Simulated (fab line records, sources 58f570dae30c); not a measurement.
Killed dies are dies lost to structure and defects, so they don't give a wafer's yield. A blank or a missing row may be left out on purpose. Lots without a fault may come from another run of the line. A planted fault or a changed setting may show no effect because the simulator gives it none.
Which tool did it? | flow berkeley_cmos170 | 7 lots, 21 wafers sampled, at 2 steps of a route of 331

WHAT THE GAUGES READ, wafer by wafer
UCB170_NWELL_TW_MEAS_16.
lot  | measured    | on            | NWELL_TW
L154 | day 2 16:46 | film_metro-04 | 1254 1249 1251
L157 | day 3 07:46 | film_metro-03 | 1235 1244 1236
L160 | day 4 01:05 | film_metro-04 | 1246 1243 1242
L162 | day 4 08:49 | film_metro-03 | 1232 1241 1241
L171 | day 5 23:07 | film_metro-03 | 1237 1229 1228
L173 | day 6 10:29 | film_metro-04 | 1439 1439 1436 1437 1434 1443
L175 | day 6 23:38 | film_metro-03 | 1233 1237 1241

WHICH TOOL RAN EACH LOT (tool, then ch and the chambers of the sampled wafers, then the start)
lot  | UCB170_NWELL_IMPLANT_14
L154 | implanter-02 ch 0, day 2 16:31
L157 | implanter-01 ch 0, day 3 07:31
L160 | implanter-01 ch 0, day 4 00:50
L162 | implanter-03 ch 0, day 4 08:34
L171 | implanter-03 ch 0, day 5 22:52
L173 | implanter-02 ch 0, day 6 10:15
L175 | implanter-03 ch 0, day 6 23:25
- UCB170_NWELL_IMPLANT_14

THE ANSWER, worked out from the rows above alone
Rule: what is usual is taken from the lots themselves. Put in order of their means at a reading, lots are off if they are a third of the lots or fewer, leave a main group of 4 or more, and stand apart from it by a gap of 3 or more times the standard deviation of the main group's means; of several such gaps the widest counts. A main group whose means are all the same, to the digits that the tables above print for the reading, isn't used. A lot without any number at a reading at which 4 lots or more have one is off too. The other lots that the step has rows for count as sound.
Off: L173, at UCB170_NWELL_TW_MEAS_16 (NWELL_TW). The main group: mean 1240, standard deviation 6.2.
A tool fits if, at a process step before that reading, it ran every lot that is off, and no sound lot after the first of them. The gauges at UCB170_NWELL_TW_MEAS_16 are tried like those tools. Can't be told from this: 2 tools fit, implanter-02 at UCB170_NWELL_IMPLANT_14, film_metro-04 at UCB170_NWELL_TW_MEAS_16.

WHAT THE SIMULATOR HAD PUT IN
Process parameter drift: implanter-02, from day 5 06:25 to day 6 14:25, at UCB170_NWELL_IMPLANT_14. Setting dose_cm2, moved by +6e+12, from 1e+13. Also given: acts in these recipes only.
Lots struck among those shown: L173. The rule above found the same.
